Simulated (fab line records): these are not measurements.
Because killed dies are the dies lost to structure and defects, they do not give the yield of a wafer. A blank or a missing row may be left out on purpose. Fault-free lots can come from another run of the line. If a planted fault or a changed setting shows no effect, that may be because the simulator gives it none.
fab line records	flow berkeley-cmos170
[record] lots = 14	wafers = 42	last-day = 12
route steps=331 shown NVT@110 M2@278 M3@316
lots untouched by any fault: they come from a run of this same line in which no faults occurred
start-h: the number of hours between the record's first day and the start of the first shown wafer of the lot	wait-h: how many hours have passed since the lot's step before this one	" the same as in the row above	L1.1+2: a single row standing in for several wafers	- either no value or no given start	* or withheld: withheld	< > ~ a bound
route shown NAME@n: a module of which the file shows steps, and the number in the route of the first	usual: mean and standard deviation over wafers with no fault	same: alike in all rows	chamber/n: place in a boat	sites: each site's reading	_std_site: the values' standard deviation	_edge_site: outer sites' mean less inner sites'	radius-mm: for every site, how far away it sits from the centre of the wafer	mask NAME#n: copy n	behind: the most recent tool/chamber to have shaped the wafer	hold: cause of the lot's hold/its duration in hours/its outcome	device: names the non-switching transistor (n, p or np)	end of line: the tests these same wafers got at the end of their route	where a step has no rows: the recipe by itself	killed: the dies lost at the first sort to structure and to defects; this is not the yield of the wafer	map: shows each die of a wafer: x if killed, . if not, _ if none is there
set.NAME: setting as actually run; set.NAME@STEP: the setting as run at that earlier step	model.NAME: the simulator's own value behind a step, which no gauge read
route steps across a sampled set of lots; one table per step, one row per wafer
services: when a tool's chamber went out of use (start-h, in hours from the record's first day, below 0 if earlier), for how many hours, and the reason
[[steps]]
[step UCB170_NVT_OVL_MEAS_06]
[usual] NVT_OVL = -2/6.9
lot.wafer	tool	chamber	start-h	wait-h	NVT_OVL[nm]
L911.2	overlay-01	-	135.52	-	-4
L911.4	"	-	"	"	-2
L911.6	"	-	"	"	7
L912.1	overlay-01	-	135.63	-	-7
L912.3	"	-	"	"	-2
L912.4	"	-	"	"	4
L914.1	overlay-01	-	146.31	-	4
L914.4	"	-	"	"	-4
L914.5	"	-	"	"	4
L913.2	overlay-01	-	146.44	-	-15
L913.4	"	-	"	"	-8
L913.5	"	-	"	"	-9
L915.3	overlay-02	-	146.49	-	-9
L915.5	"	-	"	"	-10
L915.6	"	-	"	"	2
L916.2	overlay-01	-	162.48	-	6
L916.3	"	-	"	"	-1
L916.6	"	-	"	"	6
L919.1	overlay-02	-	168.08	-	-2
L919.2	"	-	"	"	-8
L919.3	"	-	"	"	-5
L918.3	overlay-01	-	168.36	-	7
L918.4	"	-	"	"	2
L918.5	"	-	"	"	-6
L917.3	overlay-02	-	168.64	-	-7
L917.4	"	-	"	"	-2
L917.5	"	-	"	"	-9
L924.2	overlay-02	-	196.77	-	11
L924.4	"	-	"	"	2
L924.5	"	-	"	"	-4
L926.4	overlay-01	-	206.15	-	0
L926.5	"	-	"	"	6
L926.6	"	-	"	"	-9
L929.4	overlay-01	-	211.42	-	15
L929.5	"	-	"	"	4
L929.6	"	-	"	"	11
L930.1	overlay-01	-	221.12	-	-3
L930.3	"	-	"	"	-5
L930.4	"	-	"	"	-10
L933.2	overlay-02	-	235.71	-	-13
L933.5	"	-	"	"	-6
L933.6	"	-	"	"	-12
[step UCB170_M2_STRIP_07]
[recipe] chemistry = O2	power-w = 400	pressure-mtorr = 3500	platen-temp-c = withheld	o2-flow-sccm = 400	overash-fraction = 0.5
[usual] chamber-pressure-mTorr = 3500/3	drypump-motor-current-A = 5.73/0.27	oes-product-au = 0.734/0.0041	strip-time-to-endpoint-s = 21.97/0.054
lot.wafer	tool	chamber	start-h	wait-h	chamber-pressure-mTorr	drypump-motor-current-A	oes-product-au	rf-hours-counter-h	strip-time-to-endpoint-s
L912.1	plasma-asher-03	0	183.67	0.1	3498	5.34	0.731	6	21.92
L912.3	"	1	"	"	3496	5.85	0.734	-	22.00
L912.4	"	0	"	"	3506	5.30	0.733	-	22.06
L911.2	plasma-asher-03	1	186.43	0.1	3496	5.85	0.731	6	21.92
L911.4	"	0	"	"	3500	5.32	0.728	-	21.98
L911.6	"	1	"	"	3507	5.83	0.734	-	22.00
L915.3	plasma-asher-02	1	191.97	0.1	3497	6.03	0.730	-	21.97
L915.5	"	1	"	"	3499	6.00	0.734	-	22.02
L915.6	"	0	"	"	3495	5.62	0.739	-	22.04
L913.2	plasma-asher-01	0	196.57	0.1	3499	6.08	0.743	52	21.86
L913.4	"	0	"	"	3502	6.09	0.732	-	21.85
L913.5	"	1	"	"	3503	5.56	0.733	-	21.96
L914.1	plasma-asher-03	1	196.77	0.1	3500	5.83	0.735	7	21.96
L914.4	"	0	"	"	3498	5.31	0.734	-	21.95
L914.5	"	0	"	"	3505	5.29	0.744	-	22.01
L916.2	plasma-asher-02	0	210.31	0.1	3503	5.61	0.732	45	21.87
L916.3	"	0	"	"	3506	5.62	0.741	-	21.95
L916.6	"	0	"	"	3498	5.60	0.739	-	21.93
L918.3	plasma-asher-03	0	213.73	0.1	3501	5.34	0.733	-	21.98
L918.4	"	1	"	"	3498	5.87	0.732	-	21.97
L918.5	"	1	"	"	3495	5.84	0.743	-	21.92
L919.1	plasma-asher-02	1	217.98	0.1	3509	6.05	0.734	46	22.04
L919.2	"	0	"	"	3507	5.60	0.735	46	22.03
L919.3	"	0	"	"	3504	5.61	0.731	-	22.06
L917.3	plasma-asher-01	0	218.13	0.1	3501	6.13	0.730	-	21.94
L917.4	"	1	"	"	3499	5.58	0.743	-	21.91
L917.5	"	0	"	"	3500	6.10	0.723	-	21.92
L924.2	plasma-asher-03	1	246.63	0.1	3504	5.85	0.738	13	21.95
L924.4	"	0	"	"	3498	5.33	0.732	-	22.00
L924.5	"	1	"	"	3499	5.84	0.737	-	21.94
L926.4	plasma-asher-03	1	251.70	0.1	3499	5.88	0.730	-	21.95
L926.5	"	0	"	"	3504	5.31	0.737	-	21.91
L926.6	"	1	"	"	3500	5.86	0.736	-	21.92
L929.4	plasma-asher-03	0	256.81	0.1	3498	5.28	0.734	-	22.02
L929.5	"	0	"	"	3495	5.31	0.735	-	21.99
L929.6	"	1	"	"	3505	5.86	0.731	-	21.95
L930.1	plasma-asher-02	0	266.38	0.1	3501	5.61	0.733	53	21.95
L930.3	"	1	"	"	3503	6.05	0.732	-	21.98
L930.4	"	0	"	"	3498	5.61	0.733	-	22.02
L933.2	plasma-asher-02	1	279.49	0.1	3502	6.05	0.735	54	22.01
L933.5	"	0	"	"	3496	5.62	0.736	-	22.03
L933.6	"	1	"	"	3498	6.06	0.730	-	22.09
[step UCB170_M2_METAL_ETCH_18]
[recipe] chemistry = Cl2/BCl3	target = Al	stop-on = SiO2	pressure-mtorr = 12	target-depth-a = 11700	over-etch-frac = 0.3	time-s = 195	icp-w = 600	bias-w = 120	Cl2_flow_sccm = 90	bcl3-flow-sccm = 45
[usual] chamber-pressure-mTorr = 11.999/0.01	drypump-motor-current-A = 5.6/0.42	oes-product-au = 0.862/0.013	throttle-valve-pct = 24.24/0.27
lot.wafer	tool	chamber	start-h	wait-h	chamber-pressure-mTorr	drypump-motor-current-A	oes-product-au	rf-hours-counter-h	throttle-valve-pct
L912.1	rie-metal-01	1	185.37	-	12.011	5.6	0.873	5.7	24.65
L912.3	"	1	"	"	11.997	5.6	0.882	-	24.66
L912.4	"	0	"	"	12.007	6.4	0.845	-	24.09
L911.2	rie-metal-04	0	188.45	-	11.995	5.2	0.854	7.3	23.88
L911.4	"	1	"	"	11.992	5.0	0.849	-	24.16
L911.6	"	1	"	"	12.010	4.9	0.863	-	24.16
L915.3	rie-metal-02	0	193.44	-	11.985	5.6	0.857	-	24.12
L915.5	"	1	"	"	11.989	5.4	0.863	-	24.47
L915.6	"	0	"	"	12.002	5.6	0.861	-	24.11
L913.2	rie-metal-01	0	198.21	-	11.983	6.4	0.853	7.4	24.10
L913.4	"	1	"	"	11.992	5.6	0.871	-	24.65
L913.5	"	1	"	"	11.988	5.6	0.882	-	24.67
L914.1	rie-metal-02	0	198.49	-	12.006	5.6	0.853	5.3	24.10
L914.4	"	1	"	"	11.991	5.3	0.876	-	24.46
L914.5	"	0	"	"	12.000	5.6	0.850	-	24.11
L916.2	rie-metal-01	1	212.22	-	12.003	5.6	0.889	6.8	24.68
L916.3	"	1	"	"	12.004	5.6	0.881	-	24.66
L916.6	"	1	"	"	11.990	5.6	0.895	-	24.66
L918.3	rie-metal-04	1	217.20	-	11.980	4.9	0.864	-	24.16
L918.4	"	0	"	"	11.995	5.2	0.858	-	23.88
L918.5	"	1	"	"	12.008	4.9	0.859	-	24.15
L919.1	rie-metal-02	1	219.66	-	11.980	5.3	0.860	10.6	24.47
L919.2	"	0	"	"	11.997	5.6	0.844	5.8	24.11
L919.3	"	0	"	"	11.998	5.6	0.843	-	24.09
L917.3	rie-metal-01	0	220.00	-	12.009	6.4	0.853	-	24.10
L917.4	"	1	"	"	12.010	5.6	0.889	-	24.65
L917.5	"	0	"	"	11.997	6.4	0.857	-	24.10
L924.2	rie-metal-01	1	248.12	-	11.996	5.6	0.875	8.0	24.67
L924.4	"	0	"	"	11.999	6.4	0.864	-	24.09
L924.5	"	0	"	"	11.995	6.4	0.853	-	24.09
L926.4	rie-metal-01	1	254.10	-	11.975	5.6	0.870	-	24.64
L926.5	"	0	"	"	12.009	6.4	0.845	-	24.09
L926.6	"	1	"	"	11.995	5.6	0.857	-	24.66
L929.4	rie-metal-02	0	258.99	-	12.010	5.6	0.849	-	24.12
L929.5	"	0	"	"	11.996	5.6	0.845	-	24.11
L929.6	"	0	"	"	11.992	5.6	0.849	-	24.11
L930.1	rie-metal-02	0	267.71	-	11.990	5.6	0.851	8.5	24.11
L930.3	"	0	"	"	12.007	5.6	0.839	-	24.11
L930.4	"	0	"	"	12.002	5.6	0.847	-	24.11
L933.2	rie-metal-02	1	280.93	-	12.007	5.4	0.859	0.2	24.58
L933.5	"	0	"	"	12.009	5.6	0.842	-	24.11
L933.6	"	1	"	"	11.986	5.4	0.862	-	24.58
[step UCB170_M2_STRIP_19]
[recipe] chemistry = O2	power-w = 400	pressure-mtorr = 3500	platen-temp-c = withheld	o2-flow-sccm = 400	overash-fraction = 0.5
[usual] chamber-pressure-mTorr = 3500/3.3	drypump-motor-current-A = 5.73/0.27	oes-product-au = 0.529/0.015
lot.wafer	tool	chamber	start-h	wait-h	chamber-pressure-mTorr	drypump-motor-current-A	oes-product-au	rf-hours-counter-h
L912.1	plasma-asher-02	0	185.56	0.1	3500	5.62	0.547	42
L912.3	"	0	"	"	3501	5.62	0.542	-
L912.4	"	1	"	"	3503	6.03	0.498	-
L911.2	plasma-asher-03	1	188.64	0.1	3504	5.84	0.540	6
L911.4	"	1	"	"	3500	5.85	0.520	-
L911.6	"	0	"	"	3492	5.27	0.517	-
L915.3	plasma-asher-01	1	193.60	0.1	3495	5.54	0.523	-
L915.5	"	0	"	"	3499	6.11	0.540	-
L915.6	"	1	"	"	3500	5.53	0.525	-
L913.2	plasma-asher-02	0	198.40	0.1	3504	5.62	0.499	43
L913.4	"	1	"	"	3500	6.04	0.529	-
L913.5	"	0	"	"	3498	5.62	0.535	-
L914.1	plasma-asher-01	0	198.68	0.1	3495	6.11	0.516	52
L914.4	"	1	"	"	3501	5.59	0.539	-
L914.5	"	0	"	"	3503	6.08	0.515	-
L916.2	plasma-asher-02	0	212.41	0.1	3495	5.62	0.538	45
L916.3	"	1	"	"	3497	6.04	0.543	-
L916.6	"	0	"	"	3509	5.61	0.552	-
L918.3	plasma-asher-02	1	217.36	0.1	3502	6.02	0.520	-
L918.4	"	0	"	"	3500	5.62	0.546	-
L918.5	"	1	"	"	3500	5.98	0.528	-
L919.1	plasma-asher-03	1	219.85	0.1	3500	5.87	0.540	9
L919.2	"	0	"	"	3499	5.30	0.513	9
L919.3	"	0	"	"	3495	5.30	0.520	-
L917.3	plasma-asher-03	0	220.16	0.1	3495	5.32	0.515	-
L917.4	"	1	"	"	3495	5.85	0.546	-
L917.5	"	1	"	"	3496	5.85	0.506	-
L924.2	plasma-asher-03	1	248.31	0.1	3500	5.84	0.679	14
L924.4	"	1	"	"	3495	5.86	0.667	-
L924.5	"	1	"	"	3502	5.87	0.665	-
L926.4	plasma-asher-03	0	254.25	0.1	3501	5.31	0.685	-
L926.5	"	0	"	"	3504	5.33	0.673	-
L926.6	"	1	"	"	3501	5.88	0.696	-
L929.4	plasma-asher-02	1	259.21	0.2	3498	6.04	0.515	-
L929.5	"	1	"	"	3507	6.02	0.523	-
L929.6	"	0	"	"	3503	5.62	0.521	-
L930.1	plasma-asher-02	0	268.09	0.3	3498	5.60	0.528	53
L930.3	"	1	"	"	3504	6.05	0.528	-
L930.4	"	0	"	"	3497	5.62	0.532	-
L933.2	plasma-asher-02	1	281.12	0.1	3501	6.07	0.542	55
L933.5	"	1	"	"	3499	5.98	0.531	-
L933.6	"	0	"	"	3501	5.60	0.543	-
[step UCB170_M2_CD_MEAS_90]
[recipe] target-cd-nm = 700
[usual] cd-nm = 700.0/2.9
lot.wafer	tool	chamber	start-h	wait-h	hold	cd-nm
L912.1	cd-sem-02	-	185.69	0.1	-	703.3
L912.3	"	-	"	"	-	698.8
L912.4	"	-	"	"	-	696.5
L911.2	cd-sem-02	-	188.76	0.1	-	703.3
L911.4	"	-	"	"	-	697.1
L911.6	"	-	"	"	-	696.8
L915.3	cd-sem-01	-	193.71	0.1	-	699.8
L915.5	"	-	"	"	-	700.3
L915.6	"	-	"	"	-	700.3
L913.2	cd-sem-01	-	198.52	0.1	-	697.4
L913.4	"	-	"	"	-	695.2
L913.5	"	-	"	"	-	695.4
L914.1	cd-sem-01	-	198.78	0.1	-	700.1
L914.4	"	-	"	"	-	700.4
L914.5	"	-	"	"	-	700.5
L916.2	cd-sem-01	-	212.53	0.1	-	696.9
L916.3	"	-	"	"	-	700.1
L916.6	"	-	"	"	-	698.8
L918.3	cd-sem-02	-	217.47	0.1	-	696.2
L918.4	"	-	"	"	-	697.1
L918.5	"	-	"	"	-	695.4
L919.1	cd-sem-02	-	219.95	0.1	-	699.8
L919.2	"	-	"	"	-	702.5
L919.3	"	-	"	"	-	698.7
L917.3	cd-sem-01	-	220.26	0.1	-	695.9
L917.4	"	-	"	"	-	700.7
L917.5	"	-	"	"	-	697.7
L924.2	cd-sem-02	-	248.43	0.1	await-dispo/0.2h/release	708.9
L924.4	"	-	"	"	await-dispo/0.2h/release	711.1
L924.5	"	-	"	"	await-dispo/0.2h/release	713.0
L924.2	cd-sem-02	-	248.72	0.3	-	708.8
L924.4	"	-	"	"	-	711.1
L924.5	"	-	"	"	-	712.9
L926.4	cd-sem-02	-	254.38	0.1	await-dispo/0.2h/release	714.0
L926.5	"	-	"	"	await-dispo/0.2h/release	714.6
L926.6	"	-	"	"	await-dispo/0.2h/release	712.1
L926.4	cd-sem-02	-	254.86	0.5	-	713.6
L926.5	"	-	"	"	-	714.5
L926.6	"	-	"	"	-	712.3
L929.4	cd-sem-01	-	259.34	0.1	-	700.0
L929.5	"	-	"	"	-	699.6
L929.6	"	-	"	"	-	699.3
L930.1	cd-sem-02	-	268.19	0.1	-	701.3
L930.3	"	-	"	"	-	696.2
L930.4	"	-	"	"	-	698.8
L933.2	cd-sem-02	-	281.24	0.1	-	704.7
L933.5	"	-	"	"	-	701.8
L933.6	"	-	"	"	-	702.8
[step UCB170_M3_STRIP_07]
[recipe] chemistry = O2	power-w = 400	pressure-mtorr = 3500	platen-temp-c = withheld	o2-flow-sccm = 400	overash-fraction = 0.5
[usual] chamber-pressure-mTorr = 3500/3.3	drypump-motor-current-A = 5.52/0.26	oes-product-au = 0.734/0.0045	strip-time-to-endpoint-s = 22.01/0.061
lot.wafer	tool	chamber	start-h	wait-h	chamber-pressure-mTorr	drypump-motor-current-A	oes-product-au	rf-hours-counter-h	strip-time-to-endpoint-s
L912.1	plasma-asher-01	0	189.45	0.1	3498	6.09	0.732	51	21.99
L912.3	"	0	"	"	3503	6.10	0.727	-	22.01
L912.4	"	1	"	"	3501	5.55	0.732	-	22.06
L911.2	plasma-asher-03	1	194.32	0.1	3499	5.83	0.737	7	22.06
L911.4	"	1	"	"	3500	5.87	0.739	-	22.04
L911.6	"	0	"	"	3497	5.33	0.733	-	21.96
L915.3	plasma-asher-04	0	197.94	0.1	3507	5.27	0.728	-	21.99
L915.5	"	1	"	"	3499	5.47	0.735	-	21.98
L915.6	"	0	"	"	3496	5.26	0.733	-	22.01
L913.2	plasma-asher-03	0	203.54	0.1	3504	5.28	0.737	7	21.97
L913.4	"	0	"	"	3502	5.31	0.735	-	21.95
L913.5	"	0	"	"	3496	5.30	0.735	-	21.97
L914.1	plasma-asher-04	1	203.64	0.1	3505	5.45	0.735	41	22.03
L914.4	"	0	"	"	3498	5.26	0.736	-	22.03
L914.5	"	1	"	"	3497	5.45	0.734	-	22.03
L916.2	plasma-asher-04	0	218.31	0.1	3500	5.26	0.733	42	22.05
L916.3	"	1	"	"	3505	5.46	0.737	-	22.03
L916.6	"	0	"	"	3502	5.27	0.739	-	22.03
L918.3	plasma-asher-01	1	221.33	0.1	3499	5.57	0.737	-	22.03
L918.4	"	0	"	"	3500	6.08	0.736	-	21.94
L918.5	"	1	"	"	3504	5.58	0.730	-	22.02
L919.1	plasma-asher-04	0	223.84	0.1	3499	5.23	0.728	43	21.99
L919.2	"	1	"	"	3501	5.47	0.740	43	22.04
L919.3	"	0	"	"	3503	5.21	0.733	-	22.05
L917.3	plasma-asher-03	1	223.95	0.1	3502	5.83	0.733	-	22.05
L917.4	"	0	"	"	3494	5.32	0.738	-	22.12
L917.5	"	1	"	"	3505	5.84	0.735	-	22.12
L924.2	plasma-asher-03	0	256.06	0.1	3504	5.33	0.734	14	21.96
L924.4	"	0	"	"	3504	5.28	0.731	-	21.97
L924.5	"	1	"	"	3503	5.83	0.726	-	22.00
L929.4	plasma-asher-03	0	263.74	0.1	3502	5.30	0.743	-	21.94
L929.5	"	0	"	"	3498	5.30	0.734	-	21.98
L929.6	"	1	"	"	3496	5.86	0.732	-	21.91
L926.4	plasma-asher-04	1	264.90	0.1	3500	5.47	0.729	-	21.85
L926.5	"	0	"	"	3494	5.26	0.729	-	21.85
L926.6	"	1	"	"	3501	5.49	0.739	-	21.90
L930.1	plasma-asher-03	1	271.85	0.1	3494	5.87	0.729	17	22.03
L930.3	"	1	"	"	3500	5.86	0.733	-	22.01
L930.4	"	0	"	"	3498	5.33	0.737	-	22.02
L933.2	plasma-asher-03	0	284.88	0.1	3505	5.33	0.724	18	22.08
L933.5	"	0	"	"	3497	5.32	0.742	-	22.07
L933.6	"	1	"	"	3496	5.83	0.733	-	22.07
[[services]]
tool	chamber	start-h	hours	kind
rie-metal-04	-	186.86	1.4	pm
plasma-asher-03	-	199.55	2.8	pm
plasma-asher-01	-	207.68	1.2	repair
plasma-asher-04	-	209.06	5.4	repair
rie-metal-02	1	239.24	-	clean
rie-metal-02	1	239.24	31.5	scheduled-down
rie-metal-02	1	239.24	31.5	vent-cycle
rie-metal-04	-	253.17	0.9	repair
rie-metal-04	1	271.87	17.1	repair
[[key]]
[first-sign] step = UCB170_M2_STRIP_19	reading = oes-product-au	direction = up	sigmas = 10	usual = 0.529	struck = 0.677
[effect] step = UCB170_M2_CD_MEAS_90	reading = visit	direction = added
met-at UCB170_M2_METAL_ETCH_18
struck-lots L924,L926
sort-left-out L924.2,L924.4,L924.5,L926.4,L926.5,L926.6
not-acting-at UCB170_NVT_OVL_MEAS_06,UCB170_M2_STRIP_07,UCB170_M3_STRIP_07
onset-between 220.00 248.12
also-fits UCB170_M2_STRIP_19:plasma-asher-03
[fault] kind = process-parameter-drift	tool = rie-metal-01	chamber = -	onset-h = 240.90	steps = UCB170_M2_METAL_ETCH_18	channel = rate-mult	offset = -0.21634	shape = step	end-h = 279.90
// sort-left-out: the simulated sort isn't trusted on such a fault, so these wafers' sort isn't shown, and their yield isn't known
